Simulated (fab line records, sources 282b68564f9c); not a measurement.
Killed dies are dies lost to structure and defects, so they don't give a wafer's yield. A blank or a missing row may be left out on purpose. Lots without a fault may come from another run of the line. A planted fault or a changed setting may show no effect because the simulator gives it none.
Which tool did it? | flow rit_cmos | 14 lots, 42 wafers sampled, at 1 step of a route of 202

WHAT THE GAUGES READ, wafer by wafer
The record holds no reading of a measuring or inspecting step that can be judged against a usual standard deviation.

WHICH TOOL RAN EACH LOT (tool, then ch and the chambers of the sampled wafers, then the start)
lot  | RIT_PRETRO_DEVELOP_05
L261 | litho_track-04 ch 0, day 2 16:00
L264 | litho_track-02 ch 0, day 3 07:00
L265 | litho_track-03 ch 0, day 3 13:00
L268 | litho_track-02, day 4 07:00
L269 | litho_track-04, day 4 12:00
L274 | litho_track-02 ch 0, day 5 09:00
L275 | litho_track-03 ch 0, day 5 14:00
L276 | litho_track-03 ch 0, day 5 20:00
L277 | litho_track-04 ch 0, day 6 00:00
L278 | litho_track-04 ch 0, day 6 03:00
L280 | litho_track-02 ch 0, day 6 13:00
L281 | litho_track-02 ch 0, day 6 19:00
L282 | litho_track-02 ch 0, day 7 00:00
L283 | litho_track-04 ch 0, day 7 05:00
- RIT_PRETRO_DEVELOP_05: develop time 68 s.

WHAT THE TOOLS THEMSELVES READ (means of the sampled wafers that have a number; where no wafer has one, the mark that the record gives instead)
RIT_PRETRO_DEVELOP_05.
lot  | tool           | chill_plate_temp_C (C)
L261 | litho_track-04 | 22.92
L264 | litho_track-02 | 23.11
L265 | litho_track-03 | 22.88
L268 | litho_track-02 | -
L269 | litho_track-04 | -
L274 | litho_track-02 | 23.07
L275 | litho_track-03 | 23.10
L276 | litho_track-03 | 22.98
L277 | litho_track-04 | 22.92
L278 | litho_track-04 | 22.90
L280 | litho_track-02 | 23.11
L281 | litho_track-02 | 22.95
L282 | litho_track-02 | 22.89
L283 | litho_track-04 | 23.07

THE ANSWER, worked out from the rows above alone
Rule: what is usual is taken from the lots themselves. Put in order of their means at a reading, lots are off if they are a third of the lots or fewer, leave a main group of 4 or more, and stand apart from it by a gap of 3 or more times the standard deviation of the main group's means; of several such gaps the widest counts. A main group whose means are all the same, to the digits that the tables above print for the reading, isn't used. A lot without any number at a reading at which 4 lots or more have one is off too. The other lots that the step has rows for count as sound. The gauges are gone through in route order, then the tools' own readings, and for those a lot's mean is taken as printed above. The first step at which some lot is off is used, and at that step the reading that is off furthest; a lot without a number counts as furthest.
Off: L268, L269, at RIT_PRETRO_DEVELOP_05 (chill_plate_temp_C). Without a number there: L268, L269. The main group: mean 22.99 C, standard deviation 0.089.
A tool fits if, at that step or a process step before it, it ran every lot that is off, and no sound lot after the first of them. None of those tried fits.

WHAT THE SIMULATOR HAD PUT IN
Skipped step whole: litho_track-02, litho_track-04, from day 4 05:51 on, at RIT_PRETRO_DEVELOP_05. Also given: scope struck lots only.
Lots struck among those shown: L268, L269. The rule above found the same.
